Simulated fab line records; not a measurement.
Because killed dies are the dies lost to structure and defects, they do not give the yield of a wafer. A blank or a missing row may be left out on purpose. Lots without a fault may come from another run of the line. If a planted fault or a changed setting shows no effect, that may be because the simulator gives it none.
A struck lot beside a sound one | flow berkeleyCmos170 | 14 steps out of a route of 331
Sound: the wafers L476.1, L476.2, L476.5. Wafers L480.1, L480.3, L480.6 were the ones struck. The cause is given at the end.
Order at every step that has rows: each side's tool, ch and its chambers, its first start. Under that, the readings that differ: sound wafers | struck wafers | difference of the means | sigmas: that difference in standard deviations of wafers without a fault.
alike: a reading whose means differ by less than 2 such deviations, as well as words and numbers matching on both sides. not compared: withheld readings; readings where some wafer has no value; bounds like >300 that might hide an equal value; numbers whose values overlap and for which the record gives no deviation.
The two part at a step that has a row with sigmas, a row that says differs or no value, or rows on one side only. When numbers do not overlap yet have no deviation, they are printed without sigmas and do not part them. A reading that every wafer of one side lacks parts them only if that side has two wafers or more.

UCB170_FIELD_THK_MEAS_90:
  struck on filmMetro-02, day 8 00:52; sound on filmMetro-01, day 7 11:56
  alike: FIELD_OXIDE_LEFT_1_THK
then, 2 steps without rows for these wafers: UCB170_SACOX_CLEAN_00 (cleans in dHF, time 7.5 s); UCB170_SACOX_OXIDATION_01 (target thk 14.4 nm, ox time 2400 s).
UCB170_SACOX_THK_MEAS_02:
  struck on filmMetro-02, day 8 06:52; sound on filmMetro-03, day 7 19:05
  alike: SACOX_OXIDE_THK
then, 2 steps without rows for these wafers: UCB170_SCREENOX_WET_ETCH_00 (etches SiO2 in dHF, time 200 s); UCB170_SCREENOX_OXIDATION_01 (target thk 14.4 nm, ox time 2400 s).
UCB170_SCREENOX_THK_MEAS_02:
  struck on filmMetro-02, day 8 12:16; sound on filmMetro-02, day 8 01:07
  alike: SCREENOX_OXIDE_THK
then, 5 steps without rows for these wafers: UCB170_SCREENOX_ANNEAL_03 (time 900 s); UCB170_NVT_HMDS_00 (prime time 60 s); UCB170_NVT_COAT_01 (resist thk 900 nm); UCB170_NVT_SOFTBAKE_02 (time 60 s); UCB170_NVT_EXPOSE_03 (exposes mask PWELL, target cd 3000 nm).
UCB170_NVT_PEB_04:
  struck on lithoTrack-04, day 8 18:48; sound on lithoTrack-01 ch 0, day 8 07:57
  no value came back on the struck wafers for chillPlateTempC (C), exhaustPa (Pa); on the sound wafers chillPlateTempC (C) reads 23.06 23.12 22.87
then, 1 step without rows for these wafers: UCB170_NVT_DEVELOP_05 (develop time 45 s).

WHERE THEY PART
Only at UCB170_NVT_PEB_04, within this record.

WHY: what the simulator had put in
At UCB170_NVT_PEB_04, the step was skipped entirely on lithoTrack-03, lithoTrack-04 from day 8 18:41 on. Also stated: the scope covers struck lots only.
